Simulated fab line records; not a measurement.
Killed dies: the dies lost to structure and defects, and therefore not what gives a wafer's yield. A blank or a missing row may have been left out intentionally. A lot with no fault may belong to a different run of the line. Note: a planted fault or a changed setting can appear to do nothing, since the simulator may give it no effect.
fab line records	flow rit_cmos
[record] lots = 16	wafers = 48	last_day = 7
route steps=202 shown PLDD@117 M1@202
lots that met no fault: taken from a fault-free run of the same line
start_h: hours from the record's opening day to when the first of the lot's shown wafers began	wait_h: hours from the lot's prior step to this one	" the same as in the row above	L1.1+2: several wafers, shown together as one row	- value missing, or start not given	* or withheld: withheld	< > ~ a bound
route shown NAME@n: names a module that has steps shown in the file, with the first one's number in the route	usual: the fault-free wafers' mean and standard deviation	same: alike in all rows	chamber/n: place in a boat	sites: each site's reading	_std_site: how widely they spread, as a standard deviation	_edge_site: mean of outer sites minus mean of inner sites	radius_mm: for every site, how far away it sits from the centre of the wafer	mask NAME#n: copy n	behind: tool/chamber where the wafer was last shaped	hold: why the lot was held/for how many hours/how that ended	device: the n, p or np transistor that did not switch	end of line: at the end of the route, the tests of the same wafers	step lacking rows: just its recipe	killed: not the wafer's yield, but the dies lost to structure and defects at the first sort	map: a wafer's dies, marking killed ones x, the rest . and places with no die _
set.NAME: the setting the step ran with; set.NAME@STEP: the setting that earlier step ran with	model.NAME: the simulator's own value behind a step, which no gauge read
route steps across a sampled set of lots; one table per step, one row per wafer
services: a tool's chamber out of use, with start hour (start_h, from the record's first day; less than 0 if before it), hours out, and reason
[[steps]]
[step RIT_PLDD_EXPOSE_03]
[recipe] mask_id = M8	na = 0.57	target_cd_nm = 40900	dose_mj = 250
lot.wafer	tool	chamber	start_h	wait_h	mask
L160.1+3+4	iline_stepper-01	0	44.87	0.1	M8#0
L161.2+4+5	iline_stepper-01	0	50.81	0.1	M8#0
L162.1+3+6	iline_stepper-02	0	55.14	0.2	M8#0
L166.2+4+5	iline_stepper-01	0	74.89	0.1	M8#0
L167.2+5+6	iline_stepper-02	0	83.49	0.2	M8#0
L168.4+5+6	iline_stepper-01	0	86.40	0.3	M8#0
L169.1+2+4	iline_stepper-02	0	92.31	0.2	M8#0
L170.2+3+4	iline_stepper-02	0	95.15	0.1	M8#0
L171.2+5+6	iline_stepper-02	0	102.40	0.1	M8#0
L172.3+5+6	iline_stepper-01	0	107.03	0.2	M8#0
L173.2+3+4	iline_stepper-01	0	111.31	0.1	M8#0
L174.1+4+6	iline_stepper-01	0	118.00	0.1	M8#0
L175.1+3+5	iline_stepper-01	0	120.54	0.1	M8#0
L180.1+2+5	iline_stepper-01	0	148.37	0.2	M8#0
L181.3+4+6	iline_stepper-01	0	151.50	0.1	M8#0
L182.2+3+5	iline_stepper-01	0	155.51	0.1	M8#0
[step RIT_PLDD_OVL_MEAS_06]
[usual] PLDD_OVL = 0.1/1.3
lot.wafer	tool	chamber	start_h	wait_h	PLDD_OVL[nm]
L160.1	overlay-01	-	45.27	-	-0.8
L160.3	"	-	"	"	-1.0
L160.4	"	-	"	"	-0.7
L161.2	overlay-01	-	51.19	-	0.7
L161.4	"	-	"	"	0.7
L161.5	"	-	"	"	-1.4
L162.1	overlay-01	-	55.54	-	1.0
L162.3	"	-	"	"	1.1
L162.6	"	-	"	"	-0.9
L166.2	overlay-02	-	75.28	-	-0.7
L166.4	"	-	"	"	-0.5
L166.5	"	-	"	"	-1.6
L167.2	overlay-02	-	83.92	-	-151.1
L167.5	"	-	"	"	-149.4
L167.6	"	-	"	"	-153.0
L168.4	overlay-02	-	86.76	-	-1.1
L168.5	"	-	"	"	-1.4
L168.6	"	-	"	"	-0.4
L169.1	overlay-02	-	92.71	-	-147.9
L169.2	"	-	"	"	-146.4
L169.4	"	-	"	"	-148.2
L170.2	overlay-02	-	95.53	-	-151.5
L170.3	"	-	"	"	-150.6
L170.4	"	-	"	"	-150.8
L171.2	overlay-01	-	102.79	-	-150.7
L171.5	"	-	"	"	-150.5
L171.6	"	-	"	"	-150.5
L172.3	overlay-02	-	107.41	-	0.8
L172.5	"	-	"	"	1.2
L172.6	"	-	"	"	0.6
L173.2	overlay-01	-	111.70	-	1.6
L173.3	"	-	"	"	2.3
L173.4	"	-	"	"	0.1
L174.1	overlay-02	-	118.40	-	0.4
L174.4	"	-	"	"	-1.6
L174.6	"	-	"	"	0.4
L175.1	overlay-02	-	120.96	-	-1.4
L175.3	"	-	"	"	-0.4
L175.5	"	-	"	"	-1.2
L180.1	overlay-02	-	148.77	-	-0.1
L180.2	"	-	"	"	1.2
L180.5	"	-	"	"	0.1
L181.3	overlay-01	-	151.87	-	1.0
L181.4	"	-	"	"	0.1
L181.6	"	-	"	"	3.4
L182.2	overlay-02	-	155.89	-	-0.1
L182.3	"	-	"	"	-0.1
L182.5	"	-	"	"	1.3
[step RIT_M1_PROBE_99]
[usual] killed_at_contacts = 0.1/0.25	killed_at_front_end = 6.3/2.9	killed_dies = 6.4/2.8	killed_open = 3.3/2	killed_short = 3.1/2
[same] gross_dies = 264	killed_at_M0_to_M3 = 0	killed_at_M4_up = 0	killed_at_back_side = 0	killed_at_other = 0
lot.wafer	tool	chamber	start_h	wait_h	killed_at_contacts	killed_at_front_end	killed_dies	killed_open	killed_short
L166.2	prober-01	-	89.24	0.1	0	3	3	2	1
L166.4	prober-01	-	89.34	0.2	0	9	9	5	4
L166.5	prober-01	-	89.39	0.2	0	5	5	2	3
L171.2	prober-01	-	116.59	0.1	1	9	10	2	8
L171.5	prober-01	-	116.74	0.2	0	5	5	3	2
L171.6	prober-01	-	116.79	0.2	0	7	7	3	4
L172.3	prober-02	-	123.04	0.2	0	10	10	5	5
L172.5	prober-02	-	123.14	0.2	0	4	4	2	2
L172.6	prober-02	-	123.19	0.2	0	9	9	5	4
L181.3	prober-01	-	166.09	0.2	0	5	5	2	3
L181.4	prober-01	-	166.14	0.2	0	2	2	1	1
L181.6	prober-01	-	166.24	0.2	0	7	7	3	4
L182.2	prober-02	-	170.30	0.1	0	5	5	2	3
L182.3	prober-02	-	170.35	0.2	0	9	9	7	2
L182.5	prober-02	-	170.45	0.2	0	4	4	2	2
// killed by level:class
L166.2 GATE:geometric_particle:open=2 REOX:geometric_particle:short=1
L166.4 GATE:geometric_particle:open=2 GATE:geometric_particle:short=2 REOX:geometric_particle:open=2 FOX1:geometric_particle:open=1 FOX2:geometric_particle:short=1 REOX:geometric_particle:short=1
L166.5 FOX2:geometric_particle:short=2 GATE:geometric_particle:open=1 GATE:geometric_particle:short=1 REOX:geometric_particle:open=1
L171.2 GATE:geometric_particle:short=2 SPACER:geometric_particle:short=2 FOX2:geometric_particle:short=1 REOX:geometric_particle:open=1 REOX:geometric_particle:short=1 SPACER:geometric_particle:open=1 SILICIDE:geometric_particle:short=1 CONTACT:geometric_particle:short=1
L171.5 FOX1:geometric_particle:short=2 FOX2:geometric_particle:open=1 GATE:geometric_particle:open=1 SILICIDE:geometric_particle:open=1
L171.6 SPACER:geometric_particle:open=2 SPACER:geometric_particle:short=2 FOX1:geometric_particle:short=1 GATE:geometric_particle:open=1 SILICIDE:geometric_particle:short=1
L172.3 FOX1:geometric_particle:open=3 REOX:geometric_particle:short=2 FOX2:geometric_particle:open=1 GATE:geometric_particle:open=1 GATE:geometric_particle:short=1 SPACER:geometric_particle:short=1 SILICIDE:geometric_particle:short=1
L172.5 FOX1:geometric_particle:short=2 FOX1:geometric_particle:open=1 REOX:geometric_particle:open=1
L172.6 GATE:geometric_particle:open=3 GATE:geometric_particle:short=2 ACTIVE:geometric_particle:open=1 FOX1:geometric_particle:short=1 FOX2:geometric_particle:open=1 REOX:geometric_particle:short=1
L181.3 FOX2:geometric_particle:open=1 GATE:geometric_particle:open=1 GATE:geometric_particle:short=1 REOX:geometric_particle:short=1 SPACER:geometric_particle:short=1
L181.4 GATE:geometric_particle:short=1 SPACER:geometric_particle:open=1
L181.6 FOX1:geometric_particle:open=1 FOX2:geometric_particle:short=1 GATE:geometric_particle:open=1 GATE:geometric_particle:short=1 REOX:geometric_particle:short=1 SPACER:geometric_particle:open=1 SILICIDE:geometric_particle:short=1
L182.2 FOX1:geometric_particle:open=1 GATE:geometric_particle:short=1 REOX:geometric_particle:short=1 REOX:geometric_particle:open=1 SILICIDE:geometric_particle:short=1
L182.3 FOX1:geometric_particle:open=3 GATE:geometric_particle:open=2 FOX1:geometric_particle:short=1 REOX:geometric_particle:open=1 SPACER:geometric_particle:short=1 SILICIDE:geometric_particle:open=1
L182.5 REOX:geometric_particle:open=1 REOX:geometric_particle:short=1 SILICIDE:geometric_particle:short=1 SILICIDE:geometric_particle:open=1
[[services]]
tool	chamber	start_h	hours	kind
iline_stepper-02	-	49.13	1.7	pm
iline_stepper-02	0	81.90	-	calibration
iline_stepper-02	-	85.59	2.3	repair
iline_stepper-01	0	131.86	-	calibration
[[key]]
[first_sign] step = RIT_PLDD_OVL_MEAS_06	reading = PLDD_OVL	direction = down	sigmas = 99+	usual = 0.1	struck = -150.1
effect none on later readings
met_at RIT_PLDD_EXPOSE_03
struck_lots L167,L169,L170,L171
tester_left_out L167,L169,L170,L171
onset_between 55.14 83.49
[fault] kind = scanner_matching_overlay	tool = iline_stepper-02	chamber = -	onset_h = 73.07	steps = RIT_PLDD_EXPOSE_03	offset = -150
// tester_left_out: of these lots the tester's yield and bins aren't shown, on N5 and GAA mostly nor the transistor test; their killed dies are dies lost to structure and defects alone, not to doping, threshold or leakage, so they don't give the yield
